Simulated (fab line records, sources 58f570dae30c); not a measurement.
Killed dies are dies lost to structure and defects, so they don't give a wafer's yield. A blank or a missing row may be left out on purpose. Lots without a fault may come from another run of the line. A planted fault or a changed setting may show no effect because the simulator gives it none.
Which tool did it? | flow berkeley_cmos170 | 14 lots, 42 wafers sampled, at 1 step of a route of 331

WHAT THE GAUGES READ, wafer by wafer
The record holds no reading of a measuring or inspecting step that can be judged against a usual standard deviation.

WHICH TOOL RAN EACH LOT (tool, then ch and the chambers of the sampled wafers, then the start)
lot  | UCB170_CONTACT_DEVELOP_14
L825 | litho_track-03 ch 0, day 7 06:00
L827 | litho_track-03 ch 0, day 7 06:00
L829 | litho_track-02 ch 0, day 7 19:00
L832 | litho_track-04 ch 0, day 8 06:00
L835 | litho_track-04, day 9 05:00
L836 | litho_track-04, day 9 06:00
L842 | litho_track-04 ch 0, day 10 15:00
L840 | litho_track-02 ch 0, day 10 21:00
L845 | litho_track-03 ch 0, day 10 22:00
L844 | litho_track-03 ch 0, day 10 23:00
L843 | litho_track-04 ch 0, day 10 23:00
L846 | litho_track-02 ch 0, day 11 00:00
L847 | litho_track-04 ch 0, day 11 01:00
L848 | litho_track-03 ch 0, day 11 12:00
- UCB170_CONTACT_DEVELOP_14: develop time 45 s.

WHAT THE TOOLS THEMSELVES READ (means of the sampled wafers that have a number; where no wafer has one, the mark that the record gives instead)
UCB170_CONTACT_DEVELOP_14.
lot  | tool           | chill_plate_temp_C (C)
L825 | litho_track-03 | 22.89
L827 | litho_track-03 | 23.09
L829 | litho_track-02 | 23.05
L832 | litho_track-04 | 23.06
L835 | litho_track-04 | -
L836 | litho_track-04 | -
L842 | litho_track-04 | 23.01
L840 | litho_track-02 | 22.97
L845 | litho_track-03 | 22.94
L844 | litho_track-03 | 22.92
L843 | litho_track-04 | 23.02
L846 | litho_track-02 | 22.97
L847 | litho_track-04 | 22.99
L848 | litho_track-03 | 23.11

THE ANSWER, worked out from the rows above alone
Rule: what is usual is taken from the lots themselves. Put in order of their means at a reading, lots are off if they are a third of the lots or fewer, leave a main group of 4 or more, and stand apart from it by a gap of 3 or more times the standard deviation of the main group's means; of several such gaps the widest counts. A main group whose means are all the same, to the digits that the tables above print for the reading, isn't used. A lot without any number at a reading at which 4 lots or more have one is off too. The other lots that the step has rows for count as sound. The gauges are gone through in route order, then the tools' own readings, and for those a lot's mean is taken as printed above. The first step at which some lot is off is used, and at that step the reading that is off furthest; a lot without a number counts as furthest.
Off: L835, L836, at UCB170_CONTACT_DEVELOP_14 (chill_plate_temp_C). Without a number there: L835, L836. The main group: mean 23.00 C, standard deviation 0.065.
A tool fits if, at that step or a process step before it, it ran every lot that is off, and no sound lot after the first of them. None of those tried fits.

WHAT THE SIMULATOR HAD PUT IN
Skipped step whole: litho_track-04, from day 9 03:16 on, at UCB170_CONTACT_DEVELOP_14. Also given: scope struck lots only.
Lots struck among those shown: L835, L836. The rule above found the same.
